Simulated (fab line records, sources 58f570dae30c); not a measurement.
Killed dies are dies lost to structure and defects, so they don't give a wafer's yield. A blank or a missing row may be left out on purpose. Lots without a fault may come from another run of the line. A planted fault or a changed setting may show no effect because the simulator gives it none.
Which tool did it? | flow berkeley_cmos170 | 14 lots, 42 wafers sampled, at 4 steps of a route of 331

WHAT THE GAUGES READ, wafer by wafer
UCB170_NWELL_THK_MEAS_05. Usual: NWELL_NITRIDE_THK 226.6 nm, standard deviation 2.7.
lot  | measured    | on            | NWELL_NITRIDE_THK (nm) | flag
L161 | day 2 12:55 | film_metro-04 | 226.3 225.7 225.8      |
L162 | day 2 19:00 | film_metro-04 | 226.8 226.2 224.3      |
L163 | day 3 02:09 | film_metro-02 | 229.3 227.4 226.6      |
L167 | day 3 22:17 | film_metro-01 | 232.7 232.1 230.3      |
L168 | day 4 03:52 | film_metro-02 | 227.1 226.6 228.7      |
L169 | day 4 09:13 | film_metro-04 | 224.7 227.1 226.0      |
L170 | day 4 17:26 | film_metro-02 | 226.1 226.6 224.9      |
L172 | day 4 21:09 | film_metro-02 | 224.8 225.5 226.4      |
L173 | day 5 03:52 | film_metro-01 | 229.6 232.3 230.3      |
L175 | day 5 09:16 | film_metro-02 | 231.1 229.6 228.0      |
L174 | day 5 09:17 | film_metro-04 | 222.3 222.7 224.8      |
L176 | day 5 18:08 | film_metro-04 | 226.0 227.1 226.3      |
L177 | day 6 01:57 | film_metro-02 | 223.7 223.4 223.4      |
L183 | day 7 08:17 | film_metro-01 | 223.6 224.3 224.1      |

UCB170_ACTIVE_THK_MEAS_06. Usual: ACTIVE_NITRIDE_THK 219.7 nm, standard deviation 2.
lot  | measured    | on            | ACTIVE_NITRIDE_THK (nm) | flag
L161 | day 4 15:19 | film_metro-02 | 218.1 220.8 219.3       |
L162 | day 4 23:06 | film_metro-01 | 221.8 222.0 219.6       |
L163 | day 5 06:17 | film_metro-02 | 218.6 218.3 219.7       |
L167 | day 6 11:47 | film_metro-03 | 220.0 220.2 220.0       |
L168 | day 6 11:47 | film_metro-01 | 218.7 219.2 218.9       |
L169 | day 6 11:47 | film_metro-02 | 220.2 219.0 220.1       |
L170 | day 7 04:01 | film_metro-03 | 218.7 218.0 218.5       |
L172 | day 7 04:01 | film_metro-02 | 221.9 220.3 222.2       |
L173 | day 7 11:08 | film_metro-02 | 220.6 219.2 220.5       |
L175 | day 7 14:35 | film_metro-03 | 219.4 218.6 218.3       |
L174 | day 7 14:37 | film_metro-01 | 216.6 215.5 214.9       |
L176 | day 8 00:14 | film_metro-02 | 217.3 218.7 217.2       |
L177 | day 8 12:45 | film_metro-03 | 220.3 220.4 220.1       |
L183 | day 9 14:04 | film_metro-03 | 222.2 223.2 223.5       |

UCB170_PSD_CD_MEAS_06: target cd 1200 nm. Usual: cd_nm 1200.0 nm, standard deviation 1.6.
lot  | measured     | on        | cd_nm (nm)           | flag
L161 | day 7 09:26  | cd_sem-02 | 1198.2 1196.7 1199.4 |
L162 | day 8 02:27  | cd_sem-02 | 1199.7 1199.4 1200.4 |
L163 | day 8 02:04  | cd_sem-02 | 1201.5 1202.6 1200.6 |
L167 | day 9 07:34  | cd_sem-01 | 1202.5 1201.2 1202.5 |
L168 | day 9 08:03  | cd_sem-02 | 1201.7 1201.6 1201.7 |
L169 | day 9 07:49  | cd_sem-02 | 1200.6 1200.2 1201.4 |
L170 | day 9 22:04  | cd_sem-01 | 1200.8 1200.7 1200.5 |
L172 | day 9 22:23  | cd_sem-01 | 1199.3 1200.7 1199.9 |
L173 | day 10 13:29 | cd_sem-01 | 1201.5 1201.2 1201.0 |
L175 | day 10 13:37 | cd_sem-02 | 1198.9 1198.4 1198.6 |
L174 | day 10 13:31 | cd_sem-02 | 1201.5 1200.7 1199.8 |
L176 | day 11 02:51 | cd_sem-01 | 1199.1 1200.0 1199.2 |
L177 | day 11 15:05 | cd_sem-01 | 1197.5 1198.7 1199.3 |
L183 | day 12 12:15 | cd_sem-01 | 1201.8 1200.5 1200.3 |

WHICH TOOL RAN EACH LOT (tool, then ch and the chambers of the sampled wafers, then the start)
lot  | UCB170_FIELD_WET_ETCH_06
L161 | wet_bench-04 ch 0, day 5 07:49
L162 | wet_bench-03 ch 0, day 5 23:10
L163 | wet_bench-03 ch 0, day 5 23:10
L167 | wet_bench-04 ch 3, day 7 08:29
L168 | wet_bench-04 ch 1, day 7 08:29
L169 | wet_bench-04 ch 1, day 7 08:29
L170 | wet_bench-04 ch 3, day 7 20:07
L172 | wet_bench-04 ch 1, day 7 20:07
L173 | wet_bench-01 ch 1, day 8 09:19
L175 | wet_bench-04 ch 1, day 8 11:20
L174 | wet_bench-04 ch 0, day 8 11:20
L176 | wet_bench-03 ch 3, day 8 22:06
L177 | wet_bench-03 ch 1, day 9 10:11
L183 | wet_bench-01 ch 0, day 10 10:19
- UCB170_FIELD_WET_ETCH_06: etches SiO2 in BOE, time 22 s.

WHAT THE TOOLS THEMSELVES READ (means of the sampled wafers that have a number; where no wafer has one, the mark that the record gives instead)
UCB170_FIELD_WET_ETCH_06. Usual: run_length_s 48.9 s, standard deviation 1.8.
lot  | tool         | run_length_s (s) | flag
L161 | wet_bench-04 | 53.2             |
L162 | wet_bench-03 | 47.9             |
L163 | wet_bench-03 | 49.2             |
L167 | wet_bench-04 | 48.0             |
L168 | wet_bench-04 | 48.0             |
L169 | wet_bench-04 | 48.4             |
L170 | wet_bench-04 | 49.5             |
L172 | wet_bench-04 | 48.0             |
L173 | wet_bench-01 | 47.8             |
L175 | wet_bench-04 | 40.3             | OFF
L174 | wet_bench-04 | 41.1             | OFF
L176 | wet_bench-03 | 48.3             |
L177 | wet_bench-03 | 52.9             |
L183 | wet_bench-01 | 48.1             |

THE ANSWER, worked out from the rows above alone
Rule: a lot is off if the mean of its wafers that have a number lies more than 3 standard deviations from the usual mean. A lot without any number at a reading at which 4 lots or more have one is off too. The other lots that the step has rows for count as sound. The gauges are gone through in route order, then the tools' own readings, and for those a lot's mean is taken as printed above. The first step at which some lot is off is used, and at that step the reading that is off furthest; a lot without a number counts as furthest.
Off: L175, L174, at UCB170_FIELD_WET_ETCH_06 (run_length_s).
A tool fits if, at that step or a process step before it, it ran every lot that is off, and no sound lot after the first of them. One fits: wet_bench-04 at UCB170_FIELD_WET_ETCH_06. Its last sound lot is L170 (day 7 20:07), its first lot that is off L174 (day 8 11:20): a fault that began between those two fits.

WHAT THE SIMULATOR HAD PUT IN
Process parameter drift: wet_bench-04, from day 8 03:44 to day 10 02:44, at UCB170_FIELD_WET_ETCH_06. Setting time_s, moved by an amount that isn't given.
Lots struck among those shown: L175, L174. The rule above found the same.
